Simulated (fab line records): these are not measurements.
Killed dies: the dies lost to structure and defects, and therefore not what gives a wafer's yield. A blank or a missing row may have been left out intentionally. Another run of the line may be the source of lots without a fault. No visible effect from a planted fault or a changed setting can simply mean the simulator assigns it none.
fab line records ; flow berkeley_cmos170
record: lots: 14; wafers: 42; last_day: 12
route steps=331 shown SILICIDE@211 CONTACT@235 V1@255 V2@294
lots untouched by any fault: they come from a run of this same line in which no faults occurred
start_h: the number of hours between the record's first day and the start of the first shown wafer of the lot ; wait_h: how many hours have passed since the lot's step before this one ; " identical to the entry in the row above ; L1.1+2: a row that stands for several wafers ; - no value, or no start given ; * or withheld: withheld ; < > ~ a bound
route shown NAME@n: a module of which the file shows steps, and the number in the route of the first ; usual: average and standard deviation across the fault-free wafers ; same: alike in all rows ; chamber/n: place in a boat ; sites: each site's reading ; _std_site: how widely they spread, as a standard deviation ; _edge_site: inner sites' mean taken away from outer sites' mean ; radius_mm: how far each site lies from the wafer's centre ; mask NAME#n: copy n ; behind: tool/chamber where the wafer was last shaped ; hold: cause of the lot's hold/its duration in hours/its outcome ; device: the transistor (n, p or np) that didn't switch ; end of line: tests of these same wafers at the route's end ; for a step that has no rows: nothing shown but its recipe ; killed: dies lost to structure and defects at the first sort, not the wafer's yield ; map: a wafer's dies, x killed, . not, _ none there
set.NAME: the setting that was run; set.NAME@STEP: the one run at that earlier step ; model.NAME: the simulator's own value behind a step, which no gauge read
a sample of lots followed through the steps of the route, with each step as a table and each wafer as a row
services: from which hour (start_h, from the record's first day; less than 0 if before it) a tool's chamber was out of use, for how many hours, and why
== steps ==
step: UCB170_SILICIDE_SPUTTER_01
recipe: material: Ti; target_thk_nm: 30; time_s: 25; power_w: 1500; chamber_pressure_pa: 0.5
usual: throttle_valve_pct: 29.9/0.76
lot.wafer;tool;chamber;start_h;wait_h;throttle_valve_pct
L678.1;pvd_sputter-04;-;132.39;0.0;31.3
L678.2;pvd_sputter-04;-;132.39;0.0;29.4
L678.5;pvd_sputter-04;-;132.39;0.0;29.3
L682.1;pvd_sputter-03;-;153.58;0.0;30.0
L682.2;pvd_sputter-03;-;153.58;0.0;30.1
L682.3;pvd_sputter-03;-;153.58;0.0;29.8
L684.3;pvd_sputter-03;-;156.75;0.0;29.8
L684.5;pvd_sputter-03;-;156.75;0.0;29.8
L684.6;pvd_sputter-03;-;156.75;0.0;30.1
L685.1;pvd_sputter-04;-;167.22;0.0;28.5
L685.3;pvd_sputter-04;-;167.22;0.0;31.3
L685.6;pvd_sputter-04;-;167.22;0.0;31.1
L687.1;pvd_sputter-03;-;183.36;0.0;29.9
L687.3;pvd_sputter-03;-;183.36;0.0;29.9
L687.5;pvd_sputter-03;-;183.36;0.0;30.1
L690.1;pvd_sputter-03;-;184.32;0.0;30.4
L690.4;pvd_sputter-03;-;184.32;0.0;30.0
L690.5;pvd_sputter-03;-;184.32;0.0;30.4
L686.1;pvd_sputter-04;-;184.38;0.0;31.2
L686.3;pvd_sputter-04;-;184.38;0.0;29.5
L686.4;pvd_sputter-04;-;184.38;0.0;28.5
L695.1;pvd_sputter-04;-;209.72;0.0;29.4
L695.3;pvd_sputter-04;-;209.72;0.0;31.0
L695.5;pvd_sputter-04;-;209.72;0.0;29.6
L691.3;pvd_sputter-02;-;209.91;0.0;29.0
L691.4;pvd_sputter-02;-;209.91;0.0;29.0
L691.5;pvd_sputter-02;-;209.91;0.0;29.2
L697.3;pvd_sputter-03;-;224.22;0.0;30.5
L697.4;pvd_sputter-03;-;224.22;0.0;30.3
L697.5;pvd_sputter-03;-;224.22;0.0;30.4
L698.2;pvd_sputter-02;-;232.49;0.0;29.5
L698.3;pvd_sputter-02;-;232.49;0.0;28.6
L698.5;pvd_sputter-02;-;232.49;0.0;28.6
L700.4;pvd_sputter-03;-;250.03;0.0;30.1
L700.5;pvd_sputter-03;-;250.03;0.0;30.0
L700.6;pvd_sputter-03;-;250.03;0.0;30.1
L701.1;pvd_sputter-02;-;250.03;0.0;30.6
L701.4;pvd_sputter-02;-;250.03;0.0;28.6
L701.5;pvd_sputter-02;-;250.03;0.0;29.7
L699.1;pvd_sputter-03;-;250.51;0.0;30.2
L699.5;pvd_sputter-03;-;250.51;0.0;30.4
L699.6;pvd_sputter-03;-;250.51;0.0;30.5
step: UCB170_CONTACT_STRIP_19
recipe: chemistry: O2; power_w: 400; pressure_mtorr: 3500; platen_temp_c: withheld; o2_flow_sccm: 400; overash_fraction: 0.5
usual: drypump_motor_current_A: 5.8/0.54; oes_product_au: 0.725/0.0046
lot.wafer;tool;chamber;start_h;wait_h;drypump_motor_current_A;oes_product_au;rf_hours_counter_h
L678.1;plasma_asher-03;0;137.18;-;5.9;0.727;2
L678.2;plasma_asher-03;1;137.18;-;5.3;0.732;2
L678.5;plasma_asher-03;1;137.18;-;5.3;0.716;-
L682.1;plasma_asher-04;1;157.94;-;5.6;0.728;41
L682.2;plasma_asher-04;0;157.94;-;5.1;0.727;41
L682.3;plasma_asher-04;1;157.94;-;5.5;0.725;-
L684.3;plasma_asher-03;1;162.39;-;5.4;0.723;-
L684.5;plasma_asher-03;1;162.39;-;5.3;0.723;-
L684.6;plasma_asher-03;0;162.39;-;5.9;0.725;-
L685.1;plasma_asher-02;1;171.65;-;6.6;0.722;50
L685.3;plasma_asher-02;0;171.65;-;6.4;0.718;-
L685.6;plasma_asher-02;0;171.65;-;6.5;0.726;-
L687.1;plasma_asher-03;0;190.46;-;5.9;0.728;8
L687.3;plasma_asher-03;0;190.46;-;5.9;0.725;-
L687.5;plasma_asher-03;1;190.46;-;5.4;0.723;-
L690.1;plasma_asher-02;0;190.53;-;6.5;0.723;52
L690.4;plasma_asher-02;1;190.53;-;6.6;0.722;-
L690.5;plasma_asher-02;1;190.53;-;6.6;0.717;-
L686.1;plasma_asher-02;0;190.86;-;6.5;0.728;53
L686.3;plasma_asher-02;0;190.86;-;6.5;0.732;-
L686.4;plasma_asher-02;1;190.86;-;6.6;0.721;-
L695.1;plasma_asher-03;0;214.50;-;5.9;0.722;11
L695.3;plasma_asher-03;1;214.50;-;5.3;0.727;-
L695.5;plasma_asher-03;0;214.50;-;5.9;0.722;-
L691.3;plasma_asher-02;1;215.07;-;6.6;0.727;-
L691.4;plasma_asher-02;0;215.07;-;6.4;0.722;-
L691.5;plasma_asher-02;1;215.07;-;6.6;0.719;-
L697.3;plasma_asher-03;0;229.38;-;5.9;0.726;-
L697.4;plasma_asher-03;1;229.38;-;5.4;0.723;-
L697.5;plasma_asher-03;1;229.38;-;5.4;0.726;-
L698.2;plasma_asher-03;1;237.23;-;5.4;0.720;14
L698.3;plasma_asher-03;0;237.23;-;5.9;0.722;-
L698.5;plasma_asher-03;1;237.23;-;5.4;0.720;-
L700.4;plasma_asher-04;1;254.59;-;5.6;0.720;-
L700.5;plasma_asher-04;1;254.59;-;5.5;0.722;-
L700.6;plasma_asher-04;0;254.59;-;5.2;0.724;-
L701.1;plasma_asher-02;0;255.87;-;6.5;0.722;59
L701.4;plasma_asher-02;0;255.87;-;6.5;0.721;-
L701.5;plasma_asher-02;1;255.87;-;6.6;0.722;-
L699.1;plasma_asher-02;1;256.90;-;6.6;0.728;60
L699.5;plasma_asher-02;0;256.90;-;6.4;0.723;-
L699.6;plasma_asher-02;1;256.90;-;6.6;0.717;-
step: UCB170_V1_THK_MEAS_01
recipe: reads: SiO2_of_V1_CVD_00
usual: V1_TEOS_THK: 1987/21
lot.wafer;tool;chamber;start_h;wait_h;V1_TEOS_THK[nm]
L678.1;film_metro-04;-;142.03;0.2;1965
L678.2;film_metro-04;-;142.03;0.2;1973
L678.5;film_metro-04;-;142.03;0.2;1990
L682.1;film_metro-01;-;164.98;0.2;1969
L682.2;film_metro-01;-;164.98;0.2;1960
L682.3;film_metro-01;-;164.98;0.2;2005
L684.3;film_metro-04;-;169.27;0.1;1975
L684.5;film_metro-04;-;169.27;0.1;2021
L684.6;film_metro-04;-;169.27;0.1;1991
L685.1;film_metro-04;-;181.11;0.1;1975
L685.3;film_metro-04;-;181.11;0.1;1951
L685.6;film_metro-04;-;181.11;0.1;1995
L687.1;film_metro-03;-;196.11;0.1;2002
L687.3;film_metro-03;-;196.11;0.1;1988
L687.5;film_metro-03;-;196.11;0.1;2015
L690.1;film_metro-01;-;196.11;0.1;1965
L690.4;film_metro-01;-;196.11;0.1;2011
L690.5;film_metro-01;-;196.11;0.1;1990
L686.1;film_metro-03;-;196.26;0.1;1967
L686.3;film_metro-03;-;196.26;0.1;1960
L686.4;film_metro-03;-;196.26;0.1;2001
L695.1;film_metro-03;-;221.56;0.1;1995
L695.3;film_metro-03;-;221.56;0.1;1999
L695.5;film_metro-03;-;221.56;0.1;2031
L691.3;film_metro-01;-;221.73;0.1;1969
L691.4;film_metro-01;-;221.73;0.1;1985
L691.5;film_metro-01;-;221.73;0.1;1999
L697.3;film_metro-04;-;237.73;0.1;1982
L697.4;film_metro-04;-;237.73;0.1;2012
L697.5;film_metro-04;-;237.73;0.1;2017
L698.2;film_metro-01;-;244.06;0.1;1964
L698.3;film_metro-01;-;244.06;0.1;1990
L698.5;film_metro-01;-;244.06;0.1;2006
L700.4;film_metro-04;-;263.23;0.0;1998
L700.5;film_metro-04;-;263.23;0.0;2000
L700.6;film_metro-04;-;263.23;0.0;2022
L699.1;film_metro-01;-;263.35;0.1;1983
L699.5;film_metro-01;-;263.35;0.1;2012
L699.6;film_metro-01;-;263.35;0.1;2019
L701.1;film_metro-03;-;263.51;0.4;1942
L701.4;film_metro-03;-;263.51;0.4;1977
L701.5;film_metro-03;-;263.51;0.4;1974
step: UCB170_V2_CMP_02
recipe: material: SiO2; down_force_psi: 6; platen_rpm: 60; pad_velocity_m_s: 0.75398
usual: edge_zone_pressure_frac: 1.001/0.0057; head_pressure_psi: 6.000/0.012; motor_current_A: 15.8/1.5
lot.wafer;tool;chamber;start_h;wait_h;edge_zone_pressure_frac;head_pressure_psi;motor_current_A
L678.2;cmp-01;1;151.66;0.0;1.000;6.008;16.3
L678.1;cmp-01;2;151.66;0.0;0.988;5.996;18.6
L678.5;cmp-01;1;151.66;0.0;1.005;6.006;14.6
L682.1;cmp-02;2;171.55;0.1;1.005;6.006;14.4
L682.2;cmp-02;3;171.55;0.1;0.998;5.995;15.0
L682.3;cmp-02;1;171.55;0.1;0.999;5.992;14.1
L684.3;cmp-01;1;176.15;0.2;0.998;6.010;15.5
L684.5;cmp-01;2;176.15;0.2;1.003;6.003;16.7
L684.6;cmp-01;3;176.15;0.2;1.006;5.982;17.8
L685.3;cmp-02;2;186.10;0.0;0.999;5.992;13.6
L685.1;cmp-02;3;186.10;0.0;0.989;5.997;14.1
L685.6;cmp-02;2;186.10;0.0;1.000;6.023;13.6
L687.1;cmp-01;2;202.79;0.1;-;-;-
L687.3;cmp-01;3;202.79;0.1;-;-;-
L687.5;cmp-01;1;202.79;0.1;-;-;-
L690.1;cmp-02;1;202.89;0.1;-;-;-
L690.4;cmp-02;2;202.89;0.1;-;-;-
L690.5;cmp-02;1;202.89;0.1;-;-;-
L686.4;cmp-02;1;203.14;0.1;0.994;5.992;13.7
L686.1;cmp-02;3;203.14;0.1;0.997;5.993;14.2
L686.3;cmp-02;0;203.14;0.1;1.002;5.995;15.5
L691.4;cmp-01;1;227.82;0.2;0.998;6.009;15.1
L691.3;cmp-01;2;227.82;0.2;1.015;5.985;17.2
L691.5;cmp-01;2;227.82;0.2;1.001;6.012;17.1
L695.3;cmp-01;0;228.17;0.5;0.997;6.015;17.3
L695.1;cmp-01;1;228.17;0.5;1.001;5.970;16.0
L695.5;cmp-01;0;228.17;0.5;1.002;6.012;17.6
L697.3;cmp-02;0;244.46;0.3;1.001;6.011;15.6
L697.4;cmp-02;2;244.46;0.3;1.002;5.991;14.7
L697.5;cmp-02;0;244.46;0.3;1.008;5.995;15.6
L698.3;cmp-02;2;250.57;0.0;1.003;5.984;13.8
L698.2;cmp-02;3;250.57;0.0;1.009;5.979;14.8
L698.5;cmp-02;2;250.57;0.0;0.993;5.986;13.4
L700.4;cmp-02;0;270.28;0.0;0.998;6.015;16.3
L700.5;cmp-02;0;270.28;0.0;1.003;5.980;15.5
L700.6;cmp-02;1;270.28;0.0;1.006;6.004;14.1
L699.1;cmp-02;3;270.74;0.1;0.988;6.001;14.3
L699.6;cmp-02;1;270.74;0.1;1.003;5.982;14.5
L699.5;cmp-02;2;270.74;0.1;1.006;6.018;13.8
L701.1;cmp-01;2;271.03;0.3;0.994;5.983;16.5
L701.4;cmp-01;3;271.03;0.3;1.005;6.020;17.1
L701.5;cmp-01;1;271.03;0.3;1.000;6.006;15.5
step: UCB170_V2_BOW_MEAS_03
recipe: mode: bow
usual: V2_BOW: 37/7.1
lot.wafer;tool;chamber;start_h;wait_h;V2_BOW[um]
L678.1;film_metro-01;-;151.96;0.2;39
L678.2;film_metro-01;-;151.96;0.2;32
L678.5;film_metro-01;-;151.96;0.2;45
L682.1;film_metro-01;-;171.85;0.2;50
L682.2;film_metro-01;-;171.85;0.2;39
L682.3;film_metro-01;-;171.85;0.2;43
L684.3;film_metro-02;-;176.34;0.1;29
L684.5;film_metro-02;-;176.34;0.1;36
L684.6;film_metro-02;-;176.34;0.1;35
L685.1;film_metro-02;-;186.40;0.2;40
L685.3;film_metro-02;-;186.40;0.2;31
L685.6;film_metro-02;-;186.40;0.2;34
L687.1;film_metro-04;-;203.04;0.2;62
L687.3;film_metro-04;-;203.04;0.2;56
L687.5;film_metro-04;-;203.04;0.2;67
L690.1;film_metro-02;-;203.14;0.2;62
L690.4;film_metro-02;-;203.14;0.2;72
L690.5;film_metro-02;-;203.14;0.2;58
L686.1;film_metro-04;-;203.44;0.1;45
L686.3;film_metro-04;-;203.44;0.1;43
L686.4;film_metro-04;-;203.44;0.1;35
L691.3;film_metro-04;-;228.16;0.2;28
L691.4;film_metro-04;-;228.16;0.2;40
L691.5;film_metro-04;-;228.16;0.2;27
L695.1;film_metro-02;-;228.42;0.1;31
L695.3;film_metro-02;-;228.42;0.1;34
L695.5;film_metro-02;-;228.42;0.1;42
L697.3;film_metro-01;-;244.75;0.2;30
L697.4;film_metro-01;-;244.75;0.2;31
L697.5;film_metro-01;-;244.75;0.2;38
L698.2;film_metro-02;-;250.91;0.2;32
L698.3;film_metro-02;-;250.91;0.2;27
L698.5;film_metro-02;-;250.91;0.2;39
L700.4;film_metro-04;-;270.64;0.3;43
L700.5;film_metro-04;-;270.64;0.3;43
L700.6;film_metro-04;-;270.64;0.3;48
L699.1;film_metro-04;-;270.94;0.1;26
L699.5;film_metro-04;-;270.94;0.1;32
L699.6;film_metro-04;-;270.94;0.1;35
L701.1;film_metro-02;-;271.23;0.1;28
L701.4;film_metro-02;-;271.23;0.1;38
L701.5;film_metro-02;-;271.23;0.1;31
step: UCB170_V2_THK_MEAS_04
recipe: reads: SiO2_of_V2_CVD_00
usual: V2_POLISHED_THK: 1000.3/1.2
lot.wafer;tool;chamber;start_h;wait_h;V2_POLISHED_THK[nm]
L678.1;film_metro-01;-;152.08;0.1;998.6
L678.2;film_metro-01;-;152.08;0.1;999.7
L678.5;film_metro-01;-;152.08;0.1;998.2
L682.1;film_metro-01;-;171.97;0.1;1000.7
L682.2;film_metro-01;-;171.97;0.1;1000.9
L682.3;film_metro-01;-;171.97;0.1;1001.0
L684.3;film_metro-02;-;176.44;0.1;999.5
L684.5;film_metro-02;-;176.44;0.1;999.4
L684.6;film_metro-02;-;176.44;0.1;999.1
L685.1;film_metro-02;-;186.52;0.1;1000.8
L685.3;film_metro-02;-;186.52;0.1;1001.3
L685.6;film_metro-02;-;186.52;0.1;1001.6
L687.1;film_metro-04;-;203.16;0.1;1958.7
L687.3;film_metro-04;-;203.16;0.1;1952.0
L687.5;film_metro-04;-;203.16;0.1;1995.1
L690.1;film_metro-02;-;203.26;0.1;1987.9
L690.4;film_metro-02;-;203.26;0.1;2010.8
L690.5;film_metro-02;-;203.26;0.1;2009.1
L686.1;film_metro-04;-;203.56;0.1;1000.3
L686.3;film_metro-04;-;203.56;0.1;1000.1
L686.4;film_metro-04;-;203.56;0.1;999.8
L691.3;film_metro-04;-;228.26;0.1;1000.0
L691.4;film_metro-04;-;228.26;0.1;998.9
L691.5;film_metro-04;-;228.26;0.1;999.9
L695.1;film_metro-02;-;228.54;0.1;1000.6
L695.3;film_metro-02;-;228.54;0.1;999.9
L695.5;film_metro-02;-;228.54;0.1;1001.1
L697.3;film_metro-01;-;244.85;0.1;1002.2
L697.4;film_metro-01;-;244.85;0.1;1001.7
L697.5;film_metro-01;-;244.85;0.1;1001.7
L698.2;film_metro-02;-;251.02;0.1;999.2
L698.3;film_metro-02;-;251.02;0.1;999.5
L698.5;film_metro-02;-;251.02;0.1;999.7
L700.4;film_metro-04;-;270.73;0.1;1001.7
L700.5;film_metro-04;-;270.73;0.1;1001.3
L700.6;film_metro-04;-;270.73;0.1;1000.9
L699.1;film_metro-04;-;271.06;0.1;1001.3
L699.5;film_metro-04;-;271.06;0.1;1000.5
L699.6;film_metro-04;-;271.06;0.1;999.7
L701.1;film_metro-02;-;271.35;0.1;1001.1
L701.4;film_metro-02;-;271.35;0.1;999.7
L701.5;film_metro-02;-;271.35;0.1;999.8
step: UCB170_V2_ETCH_14
recipe: chemistry: CHF3/CF4/Ar; target: SiO2; stop_on: Al; CHF3_flow_sccm: 45; cf4_flow_sccm: 15; Ar_flow_sccm: 150; pressure_mtorr: 200; rf_w: 700; target_depth_a: 12500; over_etch_frac: 0.25; time_s: 291
usual: drypump_motor_current_A: 5.8/0.42; oes_product_au: 0.879/0.013; throttle_valve_pct: 6.99/0.12
lot.wafer;tool;chamber;start_h;wait_h;drypump_motor_current_A;oes_product_au;rf_hours_counter_h;throttle_valve_pct
L678.1;rie_diel-04;0;153.89;0.0;5.8;0.852;150;6.82
L678.2;rie_diel-04;2;153.89;0.0;5.2;0.877;78;7.13
L678.5;rie_diel-04;0;153.89;0.0;5.8;0.859;-;6.82
L682.1;rie_diel-01;2;174.06;0.0;6.4;0.876;65;7.17
L682.2;rie_diel-01;3;174.06;0.0;6.0;0.859;25;6.86
L682.3;rie_diel-01;0;174.06;0.0;5.9;0.905;66;6.98
L684.3;rie_diel-01;0;177.95;0.0;5.9;0.897;66;6.97
L684.5;rie_diel-01;3;177.95;0.0;6.0;0.855;-;6.87
L684.6;rie_diel-01;2;177.95;0.0;6.4;0.882;-;7.20
L685.1;rie_diel-01;1;189.81;0.0;5.0;0.896;85;7.08
L685.3;rie_diel-01;3;189.81;0.0;6.0;0.859;26;6.84
L685.6;rie_diel-01;3;189.81;0.0;6.0;0.862;-;6.86
L687.1;rie_diel-01;0;204.45;0.0;5.9;1.695;67;7.00
L687.3;rie_diel-01;3;204.45;0.0;6.0;1.604;27;6.93
L687.5;rie_diel-01;0;204.45;0.0;5.9;1.688;-;7.00
L690.1;rie_diel-04;1;204.70;0.0;6.1;1.626;52;7.05
L690.4;rie_diel-04;2;204.70;0.0;5.3;1.647;80;7.16
L690.5;rie_diel-04;3;204.70;0.0;5.5;1.624;-;6.89
L686.1;rie_diel-01;1;205.42;0.0;5.0;0.883;86;7.09
L686.3;rie_diel-01;2;205.42;0.0;6.4;0.877;67;7.19
L686.4;rie_diel-01;3;205.42;0.0;6.0;0.864;27;6.87
L691.3;rie_diel-01;2;229.75;0.0;6.4;0.875;68;7.18
L691.4;rie_diel-01;3;229.75;0.0;6.0;0.860;28;6.86
L691.5;rie_diel-01;0;229.75;0.0;5.9;0.899;-;6.97
L695.1;rie_diel-02;1;230.06;0.0;5.1;0.882;103;6.95
L695.3;rie_diel-02;0;230.06;0.0;6.2;0.888;28;6.89
L695.5;rie_diel-02;1;230.06;0.0;5.1;0.889;-;6.96
L697.3;rie_diel-01;0;246.65;0.0;5.9;0.905;69;6.99
L697.4;rie_diel-01;1;246.65;0.0;5.0;0.883;88;7.10
L697.5;rie_diel-01;0;246.65;0.0;5.9;0.903;-;6.97
L698.2;rie_diel-01;0;252.46;0.0;5.9;0.905;69;6.97
L698.3;rie_diel-01;3;252.46;0.0;6.0;0.856;29;6.88
L698.5;rie_diel-01;2;252.46;0.0;6.4;0.876;-;7.17
L700.4;rie_diel-02;2;272.15;0.1;5.9;0.881;-;7.14
L700.5;rie_diel-02;1;272.15;0.1;5.1;0.888;-;6.95
L700.6;rie_diel-02;0;272.15;0.1;6.1;0.879;-;6.91
L699.1;rie_diel-04;2;273.07;0.0;5.3;0.873;83;7.14
L699.5;rie_diel-04;0;273.07;0.0;5.9;0.898;-;6.82
L699.6;rie_diel-04;3;273.07;0.0;5.5;0.863;-;6.86
L701.1;rie_diel-02;0;273.23;0.0;6.1;0.878;30;6.90
L701.4;rie_diel-02;1;273.23;0.0;5.1;0.885;105;6.96
L701.5;rie_diel-02;2;273.23;0.0;5.8;0.883;-;7.13
== services ==
tool;chamber;start_h;hours;kind
plasma_asher-03;-;108.75;9.0;pm
cmp-02;-;110.77;2.4;repair
cmp-01;-;115.84;0.3;repair
cmp-01;-;122.77;3.1;repair
cmp-02;-;129.34;0.8;repair
pvd_sputter-03;-;134.35;2.1;repair
cmp-02;-;136.15;0.4;repair
rie_diel-01;0;141.57;8.7;repair
cmp-02;-;157.71;0.5;repair
cmp-01;-;162.18;0.2;repair
rie_diel-01;1;171.87;4.1;repair
pvd_sputter-03;-;178.18;2.3;repair
pvd_sputter-03;-;189.27;2.0;repair
rie_diel-01;0;195.05;6.5;repair
plasma_asher-02;-;204.21;5.4;repair
cmp-02;-;212.01;4.9;pm
cmp-02;-;222.26;1.3;repair
cmp-02;-;226.24;12.6;pm
pvd_sputter-03;-;238.35;3.6;repair
cmp-02;-;238.81;4.0;pm
pvd_sputter-04;-;246.34;5.1;repair
plasma_asher-03;-;252.85;5.8;repair
cmp-02;-;259.80;1.1;repair
plasma_asher-03;-;270.20;6.8;repair
== key ==
first_sign: step: UCB170_V2_CMP_02; reading: tool_record; direction: missing
effect: step: UCB170_V2_BOW_MEAS_03; reading: V2_BOW; direction: up; sigmas: 3.6; usual: 37; struck: 63
effect: step: UCB170_V2_THK_MEAS_04; reading: V2_POLISHED_THK; direction: up; sigmas: 99+; usual: 1000.3; struck: 1985.6
effect: step: UCB170_V2_ETCH_14; reading: oes_product_au; direction: up; sigmas: 58; usual: 0.879; struck: 1.647
met_at UCB170_V2_CMP_02
struck_lots L687,L690
later_rows_left_out L687.1,L687.3,L687.5,L690.1,L690.4,L690.5
sort_left_out L687.1,L687.3,L687.5,L690.1,L690.4,L690.5
not_acting_at UCB170_SILICIDE_SPUTTER_01,UCB170_CONTACT_STRIP_19,UCB170_V1_THK_MEAS_01
onset_between 186.10 202.79
fault: kind: skipped_step_whole; tool: cmp-01,cmp-02; chamber: -; onset_h: 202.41; steps: UCB170_V2_CMP_02; scope: struck_lots_only
sort_left_out: the simulated sort isn't trusted on such a fault, so these wafers' sort isn't shown, and their yield isn't known
later_rows_left_out: the simulator's readings of these wafers behind a module that went badly wrong aren't trusted and aren't shown, but for the sort
